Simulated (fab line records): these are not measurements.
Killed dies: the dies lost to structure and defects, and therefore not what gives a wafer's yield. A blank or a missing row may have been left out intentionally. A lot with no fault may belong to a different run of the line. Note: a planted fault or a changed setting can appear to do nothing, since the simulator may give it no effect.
Which of the tools did it? | flow berkeley-cmos170 | 21 wafers from 7 lots sampled at 5 of the route's 331 steps

== WHAT THE GAUGES SHOWED, per wafer ==
UCB170_M3_CD_MEAS_15 targets a cd of 700 nm.
lot  | measured     | on        | cd-nm (nm)
L635 | day 8 02:04  | cd-sem-01 | 699.2 698.2 698.4
L638 | day 8 20:47  | cd-sem-01 | 702.9 702.3 702.7
L641 | day 10 00:19 | cd-sem-01 | 697.1 696.9 698.0
L645 | day 10 02:02 | cd-sem-02 | 699.3 698.7 697.9
L646 | day 10 21:07 | cd-sem-01 | 700.6 700.7 701.3
L650 | day 11 04:35 | cd-sem-01 | 699.8 698.5 700.2
L654 | day 12 07:19 | cd-sem-01 | 700.0 699.8 699.8

== TOOL THAT RAN EACH LOT (tool first, then ch and the chambers of the sampled wafers, then the start) ==
lot  | UCB170_V1_STRIP_15                   | UCB170_M2_STRIP_07                   | UCB170_V2_COAT_07                 | UCB170_V2_STRIP_15
L635 | plasma-asher-03 ch 0,1, day 7 15:32  | plasma-asher-03 ch 0,1, day 7 16:32  | litho-track-04 ch 0, day 7 22:28  | plasma-asher-04 ch 0, day 7 23:41
L638 | plasma-asher-03 ch 0,1, day 8 11:31  | plasma-asher-04 ch 0, day 8 12:31    | litho-track-03 ch 0, day 8 16:46  | plasma-asher-01 ch 0,1, day 8 17:53
L641 | plasma-asher-02 ch 0,1, day 9 10:20  | plasma-asher-01 ch 0,1, day 9 11:20  | litho-track-04 ch 0, day 9 17:07  | plasma-asher-02 ch 0,1, day 9 19:17
L645 | plasma-asher-03 ch 0,1, day 9 11:13  | plasma-asher-04 ch 0,1, day 9 12:38  | litho-track-03 ch 0, day 9 18:38  | plasma-asher-02 ch 0,1, day 9 20:50
L646 | plasma-asher-03 ch 0,1, day 10 10:59 | plasma-asher-04 ch 0,1, day 10 11:59 | litho-track-03 ch 0, day 10 16:07 | plasma-asher-04 ch 0,1, day 10 17:35
L650 | plasma-asher-03 ch 0,1, day 10 20:02 | plasma-asher-04 ch 0,1, day 10 21:17 | litho-track-04 ch 0, day 11 00:50 | plasma-asher-01 ch 0,1, day 11 01:59
L654 | plasma-asher-03 ch 0,1, day 11 20:02 | plasma-asher-04 ch 0,1, day 11 21:25 | litho-track-03 ch 0, day 12 01:29 | plasma-asher-02 ch 0,1, day 12 03:22
- UCB170_V1_STRIP_15: strips in O2.
- UCB170_M2_STRIP_07: strips in O2.
- UCB170_V2_COAT_07: resist thk 900 nm.
- UCB170_V2_STRIP_15: strips in O2.

== THE ANSWER, worked out from the rows above alone ==
Rule: usual is defined by the lots themselves. The widest of any qualifying gaps counts: lots, ordered by their means at a reading, are off when they make up no more than a third of the lots, leave a main group of 4 or more, and stand apart from it by 3 or more times the standard deviation of that group's means. If all means in a main group match to the digits the tables above print for the reading, that group is not used. Also off: a lot with no number at a reading for which 4 or more lots have one. Where the step has rows for the other lots, those lots are counted as sound.
Across all readings shown, no lot is off: no conclusion can be drawn from this.

== WHAT THE SIMULATOR HAD PUT IN ==
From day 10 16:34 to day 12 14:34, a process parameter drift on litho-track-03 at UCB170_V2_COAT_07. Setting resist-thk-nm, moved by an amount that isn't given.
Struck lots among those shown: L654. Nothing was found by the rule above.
